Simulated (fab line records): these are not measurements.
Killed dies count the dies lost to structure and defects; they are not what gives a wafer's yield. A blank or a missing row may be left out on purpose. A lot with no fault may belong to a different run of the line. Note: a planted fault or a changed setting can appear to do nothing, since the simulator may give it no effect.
Commonality check across tools :: flow rit-cmos :: 15 lots and 54 wafers in the sample

== REASON IT WAS OPENED ==
Of 15 lots, 3 have the reading PSD_TW flagged at RIT_PSD_TW_MEAS_10. No-fault wafers: 3380, standard deviation 20.
Rule: a lot is flagged when every wafer of it that has a number lies more than 4 standard deviations from that mean, or none has a number. The rest of the lots are taken to be sound.

lot: L509
measured: day 3 02:43
on: film-metro-04
PSD_TW, wafer by wafer: 3371 3402 3372
flag: 

lot: L511
measured: day 3 14:49
on: film-metro-02
PSD_TW, wafer by wafer: 3414 3410 3405
flag: 

lot: L513
measured: day 3 21:25
on: film-metro-04
PSD_TW, wafer by wafer: 3382 3365 3393
flag: 

lot: L514
measured: day 4 03:52
on: film-metro-04
PSD_TW, wafer by wafer: 3373 3387 3373
flag: 

lot: L515
measured: day 4 09:13
on: film-metro-03
PSD_TW, wafer by wafer: 3377 3373 3371
flag: 

lot: L516
measured: day 4 15:11
on: film-metro-02
PSD_TW, wafer by wafer: 3407 3398 3396
flag: 

lot: L519
measured: day 5 04:04
on: film-metro-02
PSD_TW, wafer by wafer: 30 30 30 30 30 30
flag: FLAGGED

lot: L520
measured: day 5 09:33
on: film-metro-04
PSD_TW, wafer by wafer: 29 30 30 29 30 29
flag: FLAGGED

lot: L521
measured: day 5 14:22
on: film-metro-04
PSD_TW, wafer by wafer: 30 30 30 30 30 29
flag: FLAGGED

lot: L522
measured: day 5 20:56
on: film-metro-02
PSD_TW, wafer by wafer: 3398 3375 3388
flag: 

lot: L526
measured: day 6 15:13
on: film-metro-04
PSD_TW, wafer by wafer: 3351 3360 3370
flag: 

lot: L527
measured: day 6 19:16
on: film-metro-03
PSD_TW, wafer by wafer: 3377 3363 3355
flag: 

lot: L529
measured: day 7 07:05
on: film-metro-03
PSD_TW, wafer by wafer: 3352 3359 3372
flag: 

lot: L530
measured: day 7 12:09
on: film-metro-02
PSD_TW, wafer by wafer: 3416 3396 3399
flag: 

lot: L531
measured: day 7 20:12
on: film-metro-03
PSD_TW, wafer by wafer: 3366 3343 3382
flag: 
The numbers of the flagged lots are 30 on average: -3350 against the usual, or -99 or more standard deviations.

== WHICH TOOL RAN EACH LOT ==
The record keeps 1 process step preceding the reading, out of 202 steps on the route. Each cell gives the tool, then ch followed by the chambers the sampled wafers passed through, then the start.
lot: L509
flag: 
RIT_NSD_STRIP_09: plasma-asher-02 ch 0,1, day 3 01:02

lot: L511
flag: 
RIT_NSD_STRIP_09: plasma-asher-01 ch 0,1, day 3 12:56

lot: L513
flag: 
RIT_NSD_STRIP_09: plasma-asher-01 ch 0,1, day 3 19:49

lot: L514
flag: 
RIT_NSD_STRIP_09: plasma-asher-03 ch 0,1, day 4 02:13

lot: L515
flag: 
RIT_NSD_STRIP_09: plasma-asher-02 ch 0,1, day 4 07:28

lot: L516
flag: 
RIT_NSD_STRIP_09: plasma-asher-02 ch 0,1, day 4 13:28

lot: L519
flag: FLAGGED
RIT_NSD_STRIP_09: plasma-asher-02 ch 0,1, day 5 02:20

lot: L520
flag: FLAGGED
RIT_NSD_STRIP_09: plasma-asher-01 ch 0, day 5 07:57

lot: L521
flag: FLAGGED
RIT_NSD_STRIP_09: plasma-asher-02 ch 0,1, day 5 12:38

lot: L522
flag: 
RIT_NSD_STRIP_09: plasma-asher-01 ch 0,1, day 5 19:05

lot: L526
flag: 
RIT_NSD_STRIP_09: plasma-asher-02 ch 0,1, day 6 13:36

lot: L527
flag: 
RIT_NSD_STRIP_09: plasma-asher-01 ch 0,1, day 6 17:40

lot: L529
flag: 
RIT_NSD_STRIP_09: plasma-asher-01 ch 0,1, day 7 05:22

lot: L530
flag: 
RIT_NSD_STRIP_09: plasma-asher-03 ch 0,1, day 7 10:28

lot: L531
flag: 
RIT_NSD_STRIP_09: plasma-asher-03 ch 0,1, day 7 18:36
What the steps here do:
- RIT_NSD_STRIP_09: strips in O2, time 180 s.
- RIT_PSD_TW_MEAS_10

== FLAGGED AGAINST TOTAL, ONE TOOL AT A TIME (gauges that did the reading follow at the end) ==
step: RIT_NSD_STRIP_09
tool: plasma-asher-01
lots run: 6
flagged: 1
share of the flagged lots: some
sound lots run after its first flagged lot: 3 (L522,L527,L529)

step: RIT_NSD_STRIP_09
tool: plasma-asher-02
lots run: 6
flagged: 2
share of the flagged lots: some
sound lots run after its first flagged lot: 1 (L526)

step: RIT_NSD_STRIP_09
tool: plasma-asher-03
lots run: 3
flagged: 0
share of the flagged lots: none
sound lots run after its first flagged lot: -

step: RIT_PSD_TW_MEAS_10
tool: film-metro-02
lots run: 5
flagged: 1
share of the flagged lots: some
sound lots run after its first flagged lot: 2 (L522,L530)

step: RIT_PSD_TW_MEAS_10
tool: film-metro-03
lots run: 4
flagged: 0
share of the flagged lots: none
sound lots run after its first flagged lot: -

step: RIT_PSD_TW_MEAS_10
tool: film-metro-04
lots run: 6
flagged: 2
share of the flagged lots: some
sound lots run after its first flagged lot: 1 (L526)

== WHAT THE TABLE PERMITS ==
No row of the table ran every flagged lot.

== WHAT THE SIMULATOR HAD PUT IN ==
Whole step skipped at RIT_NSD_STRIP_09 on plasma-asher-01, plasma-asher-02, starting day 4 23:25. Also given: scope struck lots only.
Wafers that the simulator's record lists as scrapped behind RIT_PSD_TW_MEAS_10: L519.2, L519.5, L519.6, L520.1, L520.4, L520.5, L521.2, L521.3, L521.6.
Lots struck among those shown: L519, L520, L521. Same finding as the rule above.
